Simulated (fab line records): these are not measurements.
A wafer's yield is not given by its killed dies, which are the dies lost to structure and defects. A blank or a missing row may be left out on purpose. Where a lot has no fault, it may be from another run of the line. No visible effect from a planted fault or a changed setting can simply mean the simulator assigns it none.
Comparing a struck lot with a sound one || flow rit_cmos || 14 steps out of a route of 202
Sound: these wafers, L599.3, L599.5, L599.6. Wafers L609.2, L609.3, L609.6 were the ones struck. At the end, the cause is stated.
For every step that has rows: the tool of each side, followed by ch and its chambers, followed by its first start. Under that, the readings that differ: sound wafers || struck wafers || difference of the means || sigmas: that difference in standard deviations of wafers without a fault.
alike: readings with means less than 2 such deviations apart, plus words and numbers identical on both sides. not compared: withheld readings, readings lacking a value on some wafer, bounds such as >300 that could conceal the same value, and numbers that have no deviation in the record and whose values overlap.
A row with sigmas, a row that says differs or no value, or rows on one side alone: a step with any of these is where the two part. Numbers that don't overlap but have no deviation are shown without sigmas and don't part them. A reading missing from all wafers of one side parts the sides only when that side holds two or more wafers.

first, 2 steps without rows for these wafers: RIT_NWELL_PEB_04; RIT_NWELL_DEVELOP_05 (develop time 68 s).
RIT_NWELL_OVL_MEAS_06:
  sound on overlay-01 at day 2 01:28; struck on overlay-02 at day 4 06:56
  alike: NWELL_OVL
then, 2 steps without rows for these wafers: RIT_NWELL_HARDBAKE_07 (time 120 s); RIT_NWELL_IMPLANT_08.
RIT_NWELL_STRIP_09: strips in O2, time 180 s.
  sound on plasma_asher-04 ch 0,1, day 2 01:58; struck on plasma_asher-04 ch 0,1, day 4 07:22
  alike: drypump_motor_current_A
  not compared: rf_hours_counter_h
RIT_NWELL_TW_MEAS_10:
  sound on film_metro-04 at day 2 02:05; struck on film_metro-04 at day 4 07:32
  alike: NWELL_TW
then, 5 steps without rows for these wafers: RIT_PWELL_HMDS_00 (prime time 60 s); RIT_PWELL_COAT_01 (resist thk 1300 nm); RIT_PWELL_SOFTBAKE_02 (time 60 s); RIT_PWELL_EXPOSE_03 (exposes mask M3, target cd 43700 nm); RIT_PWELL_PEB_04.
RIT_PWELL_DEVELOP_05: develop time 68 s.
  sound on litho_track-04 ch 0, day 2 03:00; struck on litho_track-04, day 4 08:00
  no value came back on the struck wafers for chill_plate_temp_C (C), develop_time_s (s), exhaust_pa (Pa); on the sound wafers chill_plate_temp_C (C) reads 23.05 23.14 22.98
RIT_PWELL_OVL_MEAS_06:
  sound on overlay-01 at day 2 03:09; struck on overlay-01 at day 4 08:29
{"reading": "PWELL_OVL (nm)", "sound": "-0.3 1.2 -1.4", "struck": "- - -", "difference": "no value on the struck wafers", "sigmas": ""}

## WHERE THEY PART
At RIT_PWELL_DEVELOP_05 first; at RIT_PWELL_OVL_MEAS_06 last (within this record only).

WHY: what had been put in by the simulator
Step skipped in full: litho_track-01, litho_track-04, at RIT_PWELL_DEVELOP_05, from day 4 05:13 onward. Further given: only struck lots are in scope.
